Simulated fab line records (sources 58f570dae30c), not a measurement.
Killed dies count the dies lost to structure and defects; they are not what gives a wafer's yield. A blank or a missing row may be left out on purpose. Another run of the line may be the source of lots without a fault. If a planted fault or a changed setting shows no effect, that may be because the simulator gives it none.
The tool behind it: which one?    flow berkeley-cmos170    7 lots with 21 wafers sampled at 2 steps, on a route of 331 steps

WHAT THE GAUGES READ, wafer by wafer
UCB170_GATE_THK_MEAS_05.
lot   measured      on             GATE_POLY_THK (nm)
L216  day 7 15:19   film-metro-01  213.1 214.7 213.8
L220  day 8 00:36   film-metro-01  215.6 215.3 215.9
L219  day 8 05:39   film-metro-04  218.6 216.1 217.7
L224  day 8 20:31   film-metro-02  213.9 215.2 216.2
L226  day 8 20:40   film-metro-02  212.4 212.9 210.2
L236  day 11 11:07  film-metro-01  157.0 160.5 158.9 156.9 160.5 158.9
L238  day 11 11:07  film-metro-02  211.9 211.2 212.5

WHICH TOOL RAN EACH LOT (tool, then ch and the chambers of the sampled wafers, then the start)
lot   UCB170_GATE_CVD_04
L216  lpcvd-02 ch 0, day 7 13:09
L220  lpcvd-02 ch 0, day 7 22:30
L219  lpcvd-02 ch 1, day 8 03:32
L224  lpcvd-01 ch 0, day 8 19:07
L226  lpcvd-01 ch 1, day 8 19:07
L236  lpcvd-01 ch 1, day 11 09:42
L238  lpcvd-01 ch 0, day 11 09:42
- UCB170_GATE_CVD_04: deposits poly-Si from SiH4, time 1440 s, target thk 214 nm.

THE ANSWER, worked out from the rows above alone
Rule: what is usual is taken from the lots themselves. The widest of any qualifying gaps counts: lots, ordered by their means at a reading, are off when they make up no more than a third of the lots, leave a main group of 4 or more, and stand apart from it by 3 or more times the standard deviation of that group's means. A main group is skipped when, at the precision printed for the reading in the tables above, its means are all equal. A lot without any number at a reading at which 4 lots or more have one is off too. The other lots that the step has rows for count as sound.
Off: at UCB170_GATE_THK_MEAS_05 (GATE_POLY_THK), L236. Mean 214.3 nm and standard deviation 2 in the main group.
A tool fits if, at a process step before that reading, it ran every lot that is off, and no sound lot after the first of them. Gauges at UCB170_GATE_THK_MEAS_05: tried the same way as those tools. 2 tools fit, lpcvd-01 at UCB170_GATE_CVD_04 and film-metro-01 at UCB170_GATE_THK_MEAS_05, so this cannot tell which one it is.

WHAT WAS PUT IN BY THE SIMULATOR
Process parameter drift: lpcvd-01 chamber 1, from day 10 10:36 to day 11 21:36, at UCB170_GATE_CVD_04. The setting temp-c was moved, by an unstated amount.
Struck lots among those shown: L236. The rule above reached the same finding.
